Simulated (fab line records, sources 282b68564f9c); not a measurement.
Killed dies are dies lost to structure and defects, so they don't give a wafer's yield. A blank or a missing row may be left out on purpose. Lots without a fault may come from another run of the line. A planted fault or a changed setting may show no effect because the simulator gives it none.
Problem report in the 8D (eight disciplines) form, filled by code | flow rit_cmos | the parts of the form that need people (team, actions taken, sign-off) are left out

1. THE PROBLEM
cd_nm at RIT_ACTIVE_CD_MEAS_11 reads a mean of 1428.9 nm on 6 wafers of 2 lots; wafers without a fault read 1401.1 nm with a standard deviation of 1.9. That is +15 standard deviations from the usual mean.
The step: target cd 1400 nm.
First seen on wafer L837.1, day 4 02:26, on cd_sem-02. The record holds 42 wafers of 14 lots with a number at this step. Rule for "out", or "out of limits": more than 4 standard deviations from the usual mean. The other wafers with a number count as sound.

2. WHAT IT IS AND WHAT IT IS NOT
question                    | is                     | is not
which readings at this step | cd_nm                  | -
which lots                  | L837, L838             | L825, L826, L827, L828, L830, L832, L834, L835, L841, L842, L844, L848
which wafers of those lots  | all that have a number | -
read on which gauges        | cd_sem-02              | cd_sem-01
when                        | from day 4 02:26       | up to then (24 sound wafers); but 12 sound wafers of L841, L842, L844, L848 came after

3. SUSPECTS, AND WHAT RULES EACH OUT
Counting: a tool at a process step up to the reading stays a suspect if it ran every lot that is out and no sound lot after the first of them.
- the gauge at RIT_ACTIVE_CD_MEAS_11: kept. All the wafers that are out were read on cd_sem-02, and no step on other tools shows them out.
- litho_track-04 at RIT_ACTIVE_DEVELOP_10 (develop time 50 s): kept. It ran every lot that is out, first L837 (day 4 02:00), and no sound lot after that; its last sound lot up to then is L830 (day 2 15:00).
Left after counting: litho_track-04 at RIT_ACTIVE_DEVELOP_10, cd_sem-02 at RIT_ACTIVE_CD_MEAS_11.

4. THE CAUSE (what the simulator had put in)
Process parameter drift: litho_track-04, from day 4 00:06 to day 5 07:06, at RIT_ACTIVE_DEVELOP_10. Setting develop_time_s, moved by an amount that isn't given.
Counting left 2 suspects, and this tool is among them.

5. THE CHAIN OF EFFECTS, in route order
Each row: a reading whose mean over the struck wafers that have a number lies more than 3 standard deviations from the usual. Only readings for which the record gives a usual standard deviation are gone through. hours: the time from each lot's start at the first step in this table that gives one to its start at this step, as a median over the lots. sigmas: the change in usual standard deviations.
hours | step                  | reading | usual     | on struck wafers | change | sigmas
0     | RIT_ACTIVE_CD_MEAS_11 | cd_nm   | 1401.1 nm | 1428.9           | +27.8  | +15

6. WHAT WOULD HAVE CAUGHT IT SOONER
In this record the first reading out of limits at a measuring or inspecting step was taken at day 4 02:26, 2 hours after the fault began at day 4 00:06.
Of the tool readings at RIT_ACTIVE_DEVELOP_10 for which the record gives a usual standard deviation, none was out on any struck wafer, so an alarm limit of 4 standard deviations on them would not have fired.
Of the lots that are out (2), L838 began RIT_ACTIVE_DEVELOP_10 on litho_track-04 after day 4 02:26. A hold on the tool at that time would have spared it.
